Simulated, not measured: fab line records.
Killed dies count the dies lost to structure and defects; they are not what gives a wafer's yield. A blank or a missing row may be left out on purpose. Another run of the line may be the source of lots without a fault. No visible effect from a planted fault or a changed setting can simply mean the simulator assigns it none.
fab line records	flow berkeleyCmos170
[record] lots = 14	wafers = 40	lastDay = 13
route steps=331 shown WELLDRIVE@57 ACTIVE@75 PFIELD@88 NSD@196
lots with no fault: from the same line, run without faults
startH: hours from the record's opening day to when the first of the lot's shown wafers began	waitH: how many hours have passed since the lot's step before this one	" same as the row above	L1.1+2: a single row standing in for several wafers	- no value present, or no start provided	* or withheld: withheld	< > ~ a bound
route shown NAME@n: NAME is a module with steps in the file, n the number in the route of the first one	usual: the fault-free wafers' mean and standard deviation	same: alike in all rows	chamber/n: place in a boat	sites: each site's reading	_std_site: the standard deviation of these	_edge_site: the outer-site mean with the inner-site mean subtracted	radiusMm: for every site, how far away it sits from the centre of the wafer	mask NAME#n: copy n	behind: tool/chamber where the wafer was last shaped	hold: what put the lot on hold/how long, in hours/how the hold closed	device: the transistor (n, p or np) that didn't switch	end of line: the tests these same wafers got at the end of their route	a step without rows: its recipe alone	killed: dies lost to structure and defects at the first sort, not the wafer's yield	map: the dies of a wafer, with x for killed, . for not killed, _ for no die there
set.NAME: the setting the step ran with; set.NAME@STEP: the setting that earlier step ran with	model.NAME: the simulator's own value behind a step, which no gauge read
a sample of lots followed through the steps of the route, with each step as a table and each wafer as a row
services: from which hour (startH, from the record's first day; less than 0 if before it) a tool's chamber was out of use, for how many hours, and why
[[steps]]
[step UCB170_WELLDRIVE_THK_MEAS_02]
[recipe] reads = SiO2_of_WELLDRIVE_OXIDATION_01
[usual] WELLDRIVE_OXIDE_THK = 198/3.5
lot.wafer	tool	chamber	startH	waitH	WELLDRIVE_OXIDE_THK[nm]
L747.1	filmMetro-04	-	90.20	0.0	196
L747.2	"	-	"	"	197
L747.4	"	-	"	"	197
L749.2	filmMetro-04	-	107.16	0.0	199
L749.4	"	-	"	"	204
L749.6	"	-	"	"	199
L750.2	filmMetro-02	-	107.16	0.0	202
L750.4	"	-	"	"	198
L750.5	"	-	"	"	202
L751.1	filmMetro-02	-	116.72	0.0	192
L751.4	"	-	"	"	195
L751.6	"	-	"	"	194
L752.1	filmMetro-04	-	116.72	0.0	195
L752.5	"	-	"	"	200
L752.6	"	-	"	"	198
L753.2	filmMetro-04	-	129.63	0.0	199
L753.4	"	-	"	"	198
L753.6	"	-	"	"	197
L757.1	filmMetro-03	-	140.64	0.0	200
L757.3	"	-	"	"	200
L757.5	"	-	"	"	201
L756.3	filmMetro-04	-	140.66	0.0	207
L756.4	"	-	"	"	204
L756.6	"	-	"	"	206
L760.3	filmMetro-03	-	148.08	0.1	204
L760.4	"	-	"	"	201
L760.5	"	-	"	"	199
L762.1	filmMetro-04	-	173.18	0.1	195
L762.3	"	-	"	"	195
L762.5	"	-	"	"	192
L763.3	filmMetro-04	-	173.26	0.1	198
L763.5	"	-	"	"	199
L764.1	filmMetro-02	-	173.29	0.2	190
L764.5	"	-	"	"	193
L764.6	"	-	"	"	194
L765.2	filmMetro-04	-	173.31	0.2	201
L765.3	"	-	"	"	200
L765.4	"	-	"	"	200
L766.1	filmMetro-03	-	186.37	0.0	193
L766.3	"	-	"	"	196
[step UCB170_ACTIVE_ETCH_15]
[recipe] chemistry = CH3F/Ar/O2	target = Si3N4	stopOn = SiO2	CH3F_flow_sccm = 20	Ar_flow_sccm = 50	O2_flow_sccm = 7	pressureMtorr = 50	rfW = 450	targetDepthA = 2420	overEtchFrac = 0.1	timeS = 151
[usual] drypumpMotorCurrentA = 5.8/0.6	oesProductAu = 0.937/0.014	rfFwdPowerW = 448.0/1.4	throttleValvePct = 8.01/0.08
lot.wafer	tool	chamber	startH	waitH	drypumpMotorCurrentA	oesProductAu	rfFwdPowerW	rfHoursCounterH	throttleValvePct
L747.1	rieDiel-01	1	114.93	0.0	6.6	0.933	448.2	73	8.08
L747.2	"	2	"	"	5.0	0.937	449.1	77	8.03
L747.4	"	0	"	"	5.7	0.957	447.6	92	8.08
L749.2	rieDiel-04	2	126.34	0.0	6.2	0.932	448.5	80	7.88
L749.4	"	0	"	"	5.8	0.938	448.2	149	7.94
L749.6	"	2	"	"	6.1	0.949	448.8	-	7.89
L750.2	rieDiel-01	2	126.59	0.0	5.0	0.944	445.5	78	8.03
L750.4	"	3	"	"	5.9	0.924	451.4	132	8.06
L750.5	"	2	"	"	5.0	0.936	449.0	-	8.02
L752.1	rieDiel-04	3	139.38	0.0	5.9	0.934	450.6	12	8.03
L752.5	"	1	"	"	6.3	0.935	444.7	-	8.00
L752.6	"	0	"	"	5.8	0.947	449.0	-	7.95
L751.1	rieDiel-01	1	139.53	0.0	6.6	0.919	449.2	74	8.08
L751.4	"	0	"	"	5.7	0.937	447.0	93	8.09
L751.6	"	1	"	"	6.6	0.917	447.6	-	8.08
L753.2	rieDiel-01	3	146.80	0.0	5.9	0.921	449.1	133	8.04
L753.4	"	1	"	"	6.6	0.926	449.5	74	8.05
L753.6	"	3	"	"	5.9	0.919	447.3	-	8.05
L756.3	rieDiel-03	0	160.77	0.0	6.3	0.924	447.2	68	8.13
L756.4	"	3	"	"	4.9	0.949	447.5	47	8.02
L756.6	"	3	"	"	4.9	0.949	449.2	-	8.03
L757.1	rieDiel-04	1	160.86	0.0	6.3	0.928	447.3	12	8.01
L757.3	"	3	"	"	5.9	0.929	448.7	13	8.02
L757.5	"	1	"	"	6.3	0.922	447.1	-	7.99
L760.3	rieDiel-03	1	168.74	0.0	5.0	0.948	448.7	16	7.83
L760.4	"	3	"	"	4.9	0.955	448.0	47	8.03
L760.5	"	2	"	"	6.5	0.967	446.5	-	8.09
L764.1	rieDiel-03	1	193.98	0.0	4.9	0.935	449.2	18	7.83
L764.5	"	0	"	"	6.4	0.936	448.8	-	8.13
L764.6	"	1	"	"	4.9	0.943	448.7	-	7.85
L762.1	rieDiel-04	2	194.10	0.0	6.2	0.940	447.6	84	7.90
L762.3	"	0	"	"	5.8	0.932	447.3	0	7.96
L762.5	"	0	"	"	5.8	0.925	447.8	-	7.95
L765.2	rieDiel-01	3	194.15	0.0	5.9	0.934	444.7	135	8.05
L765.3	"	0	"	"	5.7	0.968	446.1	96	8.08
L765.4	"	1	"	"	6.5	0.937	447.3	76	8.06
L763.3	rieDiel-03	0	194.70	0.0	6.3	0.909	377.4	69	8.14
L763.5	"	2	"	"	6.6	0.962	450.8	-	8.10
L766.1	rieDiel-03	1	207.73	0.0	5.0	0.932	449.5	18	7.83
L766.3	"	0	"	"	6.3	0.914	374.5	70	8.13
[step UCB170_ACTIVE_STRIP_16]
[recipe] chemistry = O2	powerW = 400	pressureMtorr = 3500	platenTempC = withheld	o2FlowSccm = 400	overashFraction = 0.5
[usual] drypumpMotorCurrentA = 6.05/0.28	oesProductAu = 0.721/0.004	stripTimeToEndpointS = 18.15/0.13
lot.wafer	tool	chamber	startH	waitH	drypumpMotorCurrentA	oesProductAu	rfHoursCounterH	stripTimeToEndpointS
L747.1	plasmaAsher-04	0	115.03	0.1	6.18	0.720	40	18.35
L747.2	"	1	"	"	5.92	0.724	40	18.31
L747.4	"	1	"	"	5.81	0.721	-	18.18
L749.2	plasmaAsher-04	0	126.45	0.1	6.18	0.723	41	18.26
L749.4	"	0	"	"	6.21	0.717	-	18.19
L749.6	"	0	"	"	6.22	0.719	-	18.20
L750.2	plasmaAsher-03	0	126.69	0.1	5.70	0.727	30	18.25
L750.4	"	0	"	"	5.67	0.714	-	18.26
L750.5	"	1	"	"	5.75	0.718	-	18.30
L752.1	plasmaAsher-04	1	139.48	0.1	5.84	0.720	42	18.08
L752.5	"	1	"	"	5.85	0.724	-	17.88
L752.6	"	0	"	"	6.23	0.722	-	18.16
L751.1	plasmaAsher-02	0	139.63	0.1	6.58	0.721	2	18.29
L751.4	"	1	"	"	6.10	0.719	-	18.11
L751.6	"	1	"	"	6.09	0.715	-	18.18
L753.2	plasmaAsher-02	0	146.90	0.1	6.58	0.725	3	18.28
L753.4	"	1	"	"	6.07	0.725	-	18.22
L753.6	"	1	"	"	6.07	0.724	-	18.20
L756.3	plasmaAsher-03	1	160.90	0.1	5.76	0.722	-	18.26
L756.4	"	0	"	"	5.63	0.727	-	18.06
L756.6	"	1	"	"	5.74	0.716	-	18.12
L757.1	plasmaAsher-04	0	160.96	0.1	6.23	0.718	44	17.83
L757.3	"	0	"	"	6.26	0.716	-	18.05
L757.5	"	1	"	"	5.92	0.719	-	17.84
L760.3	plasmaAsher-04	1	168.87	0.1	5.87	0.727	-	18.23
L760.4	"	0	"	"	6.22	0.722	-	18.08
L760.5	"	1	"	"	5.80	0.723	-	18.14
L764.1	plasmaAsher-04	1	194.08	0.1	5.86	0.730	49	18.14
L764.5	"	0	"	"	6.25	0.724	-	18.24
L764.6	"	1	"	"	5.91	0.717	-	18.19
L762.1	plasmaAsher-03	1	194.20	0.1	5.75	0.722	37	18.04
L762.3	"	0	"	"	5.68	0.724	-	18.07
L762.5	"	0	"	"	5.67	0.722	-	18.04
L765.2	plasmaAsher-04	0	194.25	0.1	6.24	0.719	49	18.03
L765.3	"	1	"	"	5.88	0.721	-	18.00
L765.4	"	0	"	"	6.25	0.721	-	18.05
L763.3	plasmaAsher-02	0	194.84	0.1	6.56	0.719	-	18.53
L763.5	"	1	"	"	6.11	0.719	-	18.04
L766.1	plasmaAsher-02	1	207.83	0.1	6.09	0.715	11	18.24
L766.3	"	1	"	"	6.09	0.719	-	18.53
[step UCB170_PFIELD_TW_MEAS_09]
[usual] PFIELD_TW = 600/3.8
lot.wafer	tool	chamber	startH	waitH	PFIELD_TW
L747.1	filmMetro-04	-	117.20	0.1	597
L747.2	"	-	"	"	602
L747.4	"	-	"	"	599
L749.2	filmMetro-03	-	128.37	0.1	598
L749.4	"	-	"	"	601
L749.6	"	-	"	"	600
L750.2	filmMetro-04	-	128.77	0.1	596
L750.4	"	-	"	"	598
L750.5	"	-	"	"	598
L752.1	filmMetro-03	-	143.58	0.1	604
L752.5	"	-	"	"	598
L752.6	"	-	"	"	603
L751.1	filmMetro-01	-	143.62	0.1	600
L751.4	"	-	"	"	599
L751.6	"	-	"	"	597
L753.2	filmMetro-04	-	148.70	0.1	603
L753.4	"	-	"	"	601
L753.6	"	-	"	"	607
L756.3	filmMetro-04	-	163.64	0.1	606
L756.4	"	-	"	"	605
L756.6	"	-	"	"	607
L757.1	filmMetro-01	-	164.07	0.1	600
L757.3	"	-	"	"	601
L757.5	"	-	"	"	600
L760.3	filmMetro-04	-	171.73	0.1	606
L760.4	"	-	"	"	606
L760.5	"	-	"	"	605
L762.1	filmMetro-03	-	196.83	0.1	599
L762.3	"	-	"	"	596
L762.5	"	-	"	"	598
L765.2	filmMetro-04	-	197.02	0.1	597
L765.3	"	-	"	"	598
L765.4	"	-	"	"	594
L764.1	filmMetro-04	-	197.73	0.1	594
L764.5	"	-	"	"	595
L764.6	"	-	"	"	595
L763.5	filmMetro-01	-	197.82	0.0	595
L766.1	filmMetro-01	-	209.79	0.1	592
[step UCB170_NSD_STRIP_09]
[recipe] chemistry = O2	powerW = 400	pressureMtorr = 3500	platenTempC = withheld	o2FlowSccm = 400	overashFraction = 0.5
[usual] drypumpMotorCurrentA = 6.0/0.31	oesProductAu = 0.534/0.0047	stripTimeToEndpointS = 35.84/0.089
lot.wafer	tool	chamber	startH	waitH	drypumpMotorCurrentA	oesProductAu	rfHoursCounterH	stripTimeToEndpointS
L747.1	plasmaAsher-03	0	180.74	0.1	5.7	0.535	36	35.89
L747.2	"	1	"	"	5.7	0.537	36	35.81
L747.4	"	0	"	"	5.7	0.535	-	35.81
L750.2	plasmaAsher-03	1	196.39	0.1	5.7	0.538	37	35.84
L750.4	"	0	"	"	5.7	0.536	-	35.74
L750.5	"	1	"	"	5.8	0.543	-	35.85
L749.2	plasmaAsher-03	0	197.39	0.1	5.7	0.536	38	35.64
L749.4	"	1	"	"	5.8	0.536	-	35.76
L749.6	"	1	"	"	5.8	0.537	-	35.75
L751.1	plasmaAsher-03	0	205.67	0.1	5.7	0.530	39	35.82
L751.4	"	1	"	"	5.7	0.531	-	35.78
L751.6	"	1	"	"	5.8	0.530	-	35.84
L752.1	plasmaAsher-04	1	205.81	0.1	5.9	0.532	50	35.80
L752.5	"	0	"	"	6.3	0.531	-	35.85
L752.6	"	1	"	"	5.9	0.534	-	35.75
L753.2	plasmaAsher-04	1	215.29	0.1	5.9	0.528	51	35.88
L753.4	"	0	"	"	6.2	0.537	-	35.81
L753.6	"	0	"	"	6.2	0.531	-	35.81
L756.3	plasmaAsher-04	0	225.10	0.1	6.3	0.524	-	35.86
L756.4	"	1	"	"	5.9	0.536	-	35.89
L756.6	"	1	"	"	5.9	0.536	-	35.96
L757.1	plasmaAsher-03	1	225.30	0.1	5.8	0.535	41	35.81
L757.3	"	1	"	"	5.8	0.533	-	35.73
L757.5	"	1	"	"	5.8	0.542	-	35.79
L760.3	plasmaAsher-02	1	242.37	0.1	6.1	0.532	-	35.86
L760.4	"	0	"	"	6.6	0.538	-	35.90
L760.5	"	0	"	"	6.6	0.535	-	35.86
L762.1	plasmaAsher-03	1	262.41	0.1	5.7	0.523	45	35.96
L762.3	"	1	"	"	5.7	0.534	-	36.00
L762.5	"	0	"	"	5.7	0.545	-	36.01
L765.2	plasmaAsher-02	0	268.59	0.1	6.6	0.544	17	35.84
L765.3	"	0	"	"	6.6	0.531	-	35.93
L765.4	"	1	"	"	6.1	0.534	-	35.83
L764.1	plasmaAsher-03	0	268.83	0.1	5.7	0.531	45	35.82
L764.5	"	0	"	"	5.7	0.529	-	35.94
L764.6	"	1	"	"	5.7	0.530	-	35.85
L763.5	plasmaAsher-04	1	269.14	0.1	5.8	0.533	-	35.91
L766.1	plasmaAsher-02	0	277.41	0.1	6.6	0.535	18	35.77
[[services]]
tool	chamber	startH	hours	kind
rieDiel-01	2	94.60	15.9	repair
plasmaAsher-03	-	96.61	22.0	pm
rieDiel-04	3	97.90	5.1	repair
plasmaAsher-04	-	102.74	0.4	repair
plasmaAsher-04	-	104.12	0.6	repair
plasmaAsher-02	-	108.75	9.0	pm
plasmaAsher-02	0	108.75	9.0	ventCycle
plasmaAsher-02	1	108.75	9.0	ventCycle
rieDiel-04	-	114.57	0.8	repair
plasmaAsher-02	0	117.75	-	clean
plasmaAsher-02	1	117.75	-	clean
rieDiel-03	2	146.25	8.0	repair
plasmaAsher-03	-	150.70	2.0	repair
rieDiel-04	2	154.10	8.6	repair
rieDiel-03	0	176.90	11.7	repair
rieDiel-01	0	191.19	1.4	repair
rieDiel-04	1	202.27	11.4	repair
rieDiel-03	0	210.08	21.5	repair
rieDiel-03	-	210.69	0.3	repair
rieDiel-01	-	219.33	10.5	repair
plasmaAsher-02	-	235.21	0.7	repair
plasmaAsher-03	-	235.65	2.8	pm
rieDiel-01	3	252.09	-	clean
rieDiel-01	1	261.74	6.7	repair
[[key]]
[firstSign] step = UCB170_ACTIVE_ETCH_15	reading = rfFwdPowerW	direction = down	sigmas = 50	usual = 448.0	struck = 375.9
[effect] step = UCB170_ACTIVE_STRIP_16	reading = stripTimeToEndpointS	direction = up	sigmas = 2.9	usual = *	struck = *
metAt UCB170_ACTIVE_ETCH_15
struckLots L763,L766
struckWafers L763.3,L766.3
laterRowsLeftOut L763.3,L766.3
sortLeftOut L763.3,L766.3
testerLeftOut L763,L766
notActingAt UCB170_WELLDRIVE_THK_MEAS_02,UCB170_PFIELD_TW_MEAS_09,UCB170_NSD_STRIP_09
onsetBetween 193.98 194.70
[fault] kind = processParameterDrift	tool = rieDiel-03	chamber = 0	onsetH = 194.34	steps = UCB170_ACTIVE_ETCH_15	channel = rfW	offset = -72	shape = step	endH = 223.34	actsIn = theseRecipesOnly	stated = 450
// testerLeftOut: of these lots the tester's yield and bins aren't shown, on N5 and GAA mostly nor the transistor test; their killed dies are dies lost to structure and defects alone, not to doping, threshold or leakage, so they don't give the yield
// sortLeftOut: the simulated sort isn't trusted on such a fault, so these wafers' sort isn't shown, and their yield isn't known
// laterRowsLeftOut: the simulator's readings of these wafers behind a module that went badly wrong aren't trusted and aren't shown, but for the sort
